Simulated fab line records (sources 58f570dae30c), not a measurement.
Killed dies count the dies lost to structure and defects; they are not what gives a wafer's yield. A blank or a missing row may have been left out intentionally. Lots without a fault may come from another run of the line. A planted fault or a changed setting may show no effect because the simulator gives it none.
Split-lot experiment :: flow berkeley-cmos170 :: 23 wafers read across 5 lots, on a route 331 steps long

## ABOUT THE SPLIT
At UCB170_PWELL_CVD_05 (deposits Si3N4 from SiH2Cl2/NH3, target thk 220 nm, time 3300 s), the setting time-s was moved away from the recipe's 3300 s on 10 of the 23 wafers read, by -13.6% to -4.5%. For the rest of the wafers, this setting stayed at what the recipe calls for.

## THE PATH FROM SPLIT TO READING: the file shows 1 step between them
- UCB170_PWELL_THK_MEAS_06

## THE READING
oes-product-au, in a.u., at UCB170_PWELL_ETCH_14 (etches Si3N4 in CH3F/Ar/O2, stops on SiO2, target depth 242 nm, time 151 s). Fault-free wafers of this fab line usually give 0.944 a.u., standard deviation 0.01 a.u.

wafer: L074.1
tool, chamber at the split: -, -
time-s as run, s: 2850
against the recipe: -13.6%
oes-product-au, a.u.: 0.864
against lot-mates on the recipe: no lot-mate on the recipe

wafer: L074.2
tool, chamber at the split: -, -
time-s as run, s: 2850
against the recipe: -13.6%
oes-product-au, a.u.: 0.878
against lot-mates on the recipe: no lot-mate on the recipe

wafer: L074.3
tool, chamber at the split: -, -
time-s as run, s: 2850
against the recipe: -13.6%
oes-product-au, a.u.: 0.877
against lot-mates on the recipe: no lot-mate on the recipe

wafer: L074.4
tool, chamber at the split: -, -
time-s as run, s: 2850
against the recipe: -13.6%
oes-product-au, a.u.: 0.866
against lot-mates on the recipe: no lot-mate on the recipe

wafer: L074.6
tool, chamber at the split: -, -
time-s as run, s: 2850
against the recipe: -13.6%
oes-product-au, a.u.: 0.876
against lot-mates on the recipe: no lot-mate on the recipe

wafer: L075.1
tool, chamber at the split: lpcvd-02, 0
time-s as run, s: 3300
against the recipe: recipe
oes-product-au, a.u.: 0.943
against lot-mates on the recipe: -

wafer: L075.2
tool, chamber at the split: lpcvd-02, 0
time-s as run, s: 3300
against the recipe: recipe
oes-product-au, a.u.: 0.942
against lot-mates on the recipe: -

wafer: L075.4
tool, chamber at the split: lpcvd-02, 0
time-s as run, s: 3300
against the recipe: recipe
oes-product-au, a.u.: 0.928
against lot-mates on the recipe: -

wafer: L076.1
tool, chamber at the split: -, -
time-s as run, s: 3300
against the recipe: recipe
oes-product-au, a.u.: 0.946
against lot-mates on the recipe: -

wafer: L076.2
tool, chamber at the split: -, -
time-s as run, s: 3300
against the recipe: recipe
oes-product-au, a.u.: 0.952
against lot-mates on the recipe: -

wafer: L076.3
tool, chamber at the split: -, -
time-s as run, s: 3300
against the recipe: recipe
oes-product-au, a.u.: 0.929
against lot-mates on the recipe: -

wafer: L076.4
tool, chamber at the split: -, -
time-s as run, s: 3300
against the recipe: recipe
oes-product-au, a.u.: 0.935
against lot-mates on the recipe: -

wafer: L076.5
tool, chamber at the split: -, -
time-s as run, s: 3300
against the recipe: recipe
oes-product-au, a.u.: 0.931
against lot-mates on the recipe: -

wafer: L077.1
tool, chamber at the split: -, -
time-s as run, s: 3300
against the recipe: recipe
oes-product-au, a.u.: 0.949
against lot-mates on the recipe: -

wafer: L077.3
tool, chamber at the split: -, -
time-s as run, s: 3300
against the recipe: recipe
oes-product-au, a.u.: 0.948
against lot-mates on the recipe: -

wafer: L077.4
tool, chamber at the split: -, -
time-s as run, s: 3300
against the recipe: recipe
oes-product-au, a.u.: 0.959
against lot-mates on the recipe: -

wafer: L077.5
tool, chamber at the split: -, -
time-s as run, s: 3300
against the recipe: recipe
oes-product-au, a.u.: 0.940
against lot-mates on the recipe: -

wafer: L077.6
tool, chamber at the split: -, -
time-s as run, s: 3300
against the recipe: recipe
oes-product-au, a.u.: 0.949
against lot-mates on the recipe: -

wafer: L079.1
tool, chamber at the split: -, -
time-s as run, s: 3150
against the recipe: -4.5%
oes-product-au, a.u.: 0.919
against lot-mates on the recipe: no lot-mate on the recipe

wafer: L079.2
tool, chamber at the split: -, -
time-s as run, s: 3150
against the recipe: -4.5%
oes-product-au, a.u.: 0.918
against lot-mates on the recipe: no lot-mate on the recipe

wafer: L079.4
tool, chamber at the split: -, -
time-s as run, s: 3150
against the recipe: -4.5%
oes-product-au, a.u.: 0.922
against lot-mates on the recipe: no lot-mate on the recipe

wafer: L079.5
tool, chamber at the split: -, -
time-s as run, s: 3150
against the recipe: -4.5%
oes-product-au, a.u.: 0.922
against lot-mates on the recipe: no lot-mate on the recipe

wafer: L079.6
tool, chamber at the split: -, -
time-s as run, s: 3150
against the recipe: -4.5%
oes-product-au, a.u.: 0.926
against lot-mates on the recipe: no lot-mate on the recipe

FIT RESULTS
A straight line over all 23 wafers: oes-product-au changes by +0.00514 a.u. for each +1% of time-s; r = +0.96; the points scatter about the line by 0.0079 a.u.
Too few moved wafers have a lot-mate on the recipe to fit a line with each lot's own level taken away.

## THE WHOLE CHAIN: every reading that the file lists as answering this split, in the file's order
step: UCB170_PWELL_CVD_05
what it does: deposits Si3N4 from SiH2Cl2/NH3, target thk 220 nm, time 3300 s
reading: Si3N4_of_PWELL_CVD_05.thk-nm (the simulator's own value, which no gauge read)
change (the file's fit): +2.03 nm for each +1% of the setting
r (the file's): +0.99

step: UCB170_PWELL_THK_MEAS_06
what it does: 
reading: PWELL_NITRIDE_THK
change (the file's fit): +2.03 for each +1% of the setting
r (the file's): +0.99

step: UCB170_PWELL_ETCH_14
what it does: etches Si3N4 in CH3F/Ar/O2, stops on SiO2, target depth 242 nm, time 151 s
reading: oes-product-au
change (the file's fit): +0.00513 a.u. for each +1% of the setting
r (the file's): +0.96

step: UCB170_PWELL_ETCH_14
what it does: etches Si3N4 in CH3F/Ar/O2, stops on SiO2, target depth 242 nm, time 151 s
reading: etch.depth-nm (the simulator's own value, which no gauge read)
change (the file's fit): +2.02 nm for each +1% of the setting
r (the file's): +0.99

## FILE'S OWN FIT
oes-product-au changes by +0.00513 a.u. for each +1% of time-s, r = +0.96.
